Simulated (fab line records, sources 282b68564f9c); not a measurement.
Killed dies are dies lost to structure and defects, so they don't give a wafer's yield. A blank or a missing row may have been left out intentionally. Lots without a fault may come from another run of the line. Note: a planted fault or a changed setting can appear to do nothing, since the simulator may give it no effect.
Which tool was responsible? | flow rit_cmos | Sampling: 13 lots, 39 wafers, 2 of 202 route steps

## WHAT THE GAUGES READ, wafer by wafer
Not one reading of a measure or inspect step in the record can be checked against a usual standard deviation.

## WHICH TOOL RAN EACH LOT (tool, then ch and the chambers of the sampled wafers, then the start)
lot  | RIT_M1_METAL_ETCH_12             | RIT_M1_PROBE_99
L281 | rie_metal-01 ch 0, day 4 14:30   | prober-01, day 4 16:46
L282 | rie_metal-03 ch 0, day 4 20:07   | prober-02, day 4 22:23
L283 | rie_metal-02 ch 0, day 5 02:34   | prober-01, day 5 04:59
L285 | rie_metal-01 ch 0,1, day 5 08:16 | prober-02, day 5 10:35
L288 | rie_metal-03 ch 0,1, day 6 01:34 | prober-02, day 6 03:59
L289 | rie_metal-02 ch 0,1, day 6 04:50 | prober-01, day 6 07:10
L290 | rie_metal-01 ch 0, day 6 11:12   | prober-02, day 6 13:47
L291 | rie_metal-03 ch 0,1, day 6 13:25 | prober-01, day 6 15:50
L292 | rie_metal-02 ch 0, day 6 16:44   | prober-02, day 6 19:02
L294 | rie_metal-02 ch 0,1, day 7 08:01 | prober-02, day 7 10:16
L296 | rie_metal-03 ch 0,1, day 7 18:10 | prober-02, day 7 20:28
L297 | rie_metal-02 ch 0,1, day 7 22:11 | prober-01, day 8 00:26
L299 | rie_metal-03 ch 0,1, day 8 03:26 | prober-01, day 8 06:13
- RIT_M1_METAL_ETCH_12: etches Al in Cl2/BCl3, stops on SiO2, time 165 s, target depth 600 nm.
- RIT_M1_PROBE_99

## AS READ BY THE TOOLS THEMSELVES (means over the sampled wafers that have a number; for cases with no such wafer, the mark the record gives instead)
RIT_M1_METAL_ETCH_12. Usual: bcl3_flow_sccm 50.00 sccm, standard deviation 0.18; drypump_motor_current_A 5.9 A, standard deviation 0.54; oes_product_au 0.779 a.u., standard deviation 0.016; throttle_valve_pct 8.27 %, standard deviation 0.1.
lot  | tool         | bcl3_flow_sccm (sccm) | drypump_motor_current_A (A) | oes_product_au (a.u.) | throttle_valve_pct (%) | flag
L281 | rie_metal-01 | 49.70                 | 4.9                         | 0.776                 | 8.35                   |
L282 | rie_metal-03 | 50.05                 | 6.0                         | 0.763                 | 8.41                   |
L283 | rie_metal-02 | 49.82                 | 6.3                         | 0.802                 | 8.11                   |
L285 | rie_metal-01 | 49.96                 | 5.8                         | 0.823                 | 8.24                   |
L288 | rie_metal-03 | 50.00                 | 6.1                         | 0.783                 | 8.37                   |
L289 | rie_metal-02 | 50.05                 | 6.2                         | 0.771                 | 8.17                   |
L290 | rie_metal-01 | 50.04                 | 4.9                         | 0.765                 | 8.35                   |
L291 | rie_metal-03 | 50.02                 | 6.1                         | 0.783                 | 8.33                   |
L292 | rie_metal-02 | 50.04                 | 6.3                         | 0.802                 | 8.11                   |
L294 | rie_metal-02 | 49.86                 | 6.3                         | 0.780                 | 8.15                   |
L296 | rie_metal-03 | 49.92                 | 6.1                         | 0.792                 | 8.37                   |
L297 | rie_metal-02 | 49.80                 | 6.2                         | 0.780                 | 8.15                   |
L299 | rie_metal-03 | 49.83                 | 6.1                         | 0.783                 | 8.37                   |

RIT_M1_PROBE_99. Usual: defect_limited_yield 97.4 %, standard deviation 1.1; killed_at_contacts 0.1, standard deviation 0.31; killed_at_front_end 7, standard deviation 3; killed_dies 7, standard deviation 3; killed_on_rim 1.8, standard deviation 1.2; killed_open 3.2, standard deviation 1.9; killed_short 3.6, standard deviation 2.2; sort_bin_3_pad_short 0.1 %, standard deviation 0.24; sort_bin_5_function 1.5 %, standard deviation 0.78; sort_bin_6_memory 1.0 %, standard deviation 0.66; sort_n_pass 257, standard deviation 3; sort_yield_pct 97.4 %, standard deviation 1.1.
lot  | tool      | defect_limited_yield (%) | killed_at_contacts | killed_at_front_end | killed_dies | killed_on_rim | killed_open | killed_short | sort_bin_3_pad_short (%) | sort_bin_5_function (%) | sort_bin_6_memory (%) | sort_n_pass | sort_yield_pct (%) | flag
L281 | prober-01 | 97.1                     | 0.0                | 8                   | 8           | 1.3           | 5.3         | 2.3          | 0.3                      | 1.4                     | 1.3                   | 256         | 97.1               |
L282 | prober-02 | 95.9                     | 0.0                | 11                  | 11          | 2.3           | 6.0         | 4.7          | 0.0                      | 2.7                     | 1.4                   | 253         | 95.9               |
L283 | prober-01 | 97.4                     | 0.0                | 7                   | 7           | 1.7           | 4.0         | 3.0          | 0.0                      | 1.5                     | 1.1                   | 257         | 97.4               |
L285 | prober-02 | 97.9                     | 0.0                | 6                   | 6           | 1.7           | 2.7         | 3.0          | 0.0                      | 1.0                     | 1.1                   | 258         | 97.9               |
L288 | prober-02 | 96.4                     | 0.0                | 9                   | 9           | 2.0           | 3.3         | 6.0          | 0.0                      | 1.8                     | 1.8                   | 255         | 96.4               |
L289 | prober-01 | 97.3                     | 0.3                | 7                   | 7           | 1.7           | 4.3         | 2.7          | 0.0                      | 1.4                     | 1.2                   | 257         | 97.3               |
L290 | prober-02 | 96.8                     | 0.3                | 8                   | 8           | 1.0           | 3.0         | 5.3          | 0.4                      | 1.6                     | 1.1                   | 256         | 96.8               |
L291 | prober-01 | 98.0                     | 0.0                | 5                   | 5           | 1.3           | 3.0         | 2.0          | 0.3                      | 1.3                     | 0.5                   | 259         | 98.0               |
L292 | prober-02 | 96.0                     | 0.3                | 10                  | 11          | 3.3           | 4.3         | 6.3          | 0.4                      | 1.9                     | 1.8                   | 253         | 96.0               |
L294 | prober-02 | 96.4                     | 0.0                | 10                  | 10          | 2.3           | 5.7         | 4.0          | 0.0                      | 2.3                     | 1.4                   | 254         | 96.4               |
L296 | prober-02 | 98.5                     | 0.0                | 4                   | 4           | 2.0           | 2.3         | 1.7          | 0.0                      | 0.6                     | 0.9                   | 260         | 98.5               |
L297 | prober-01 | 96.2                     | 0.7                | 9                   | 10          | 2.0           | 3.3         | 6.7          | 0.0                      | 2.5                     | 1.3                   | 254         | 96.2               |
L299 | prober-01 | 98.1                     | 0.0                | 5                   | 5           | 2.0           | 3.0         | 2.0          | 0.0                      | 1.0                     | 0.9                   | 259         | 98.1               |

## THE ANSWER, worked out from the rows above alone
Rule: take the mean of a lot's wafers that have a number; if it is more than 3 standard deviations from the usual mean, the lot is off. A lot without any number at a reading at which 4 lots or more have one is off too. All remaining lots with rows at the step are treated as sound. First the gauges in route order, then the tools' own readings, where a lot's mean is used as printed above. The first step at which some lot is off is used, and at that step the reading that is off furthest; a lot without a number counts as furthest.
None of the lots is off at any reading shown; this tells nothing.

## WHAT WAS PUT IN BY THE SIMULATOR
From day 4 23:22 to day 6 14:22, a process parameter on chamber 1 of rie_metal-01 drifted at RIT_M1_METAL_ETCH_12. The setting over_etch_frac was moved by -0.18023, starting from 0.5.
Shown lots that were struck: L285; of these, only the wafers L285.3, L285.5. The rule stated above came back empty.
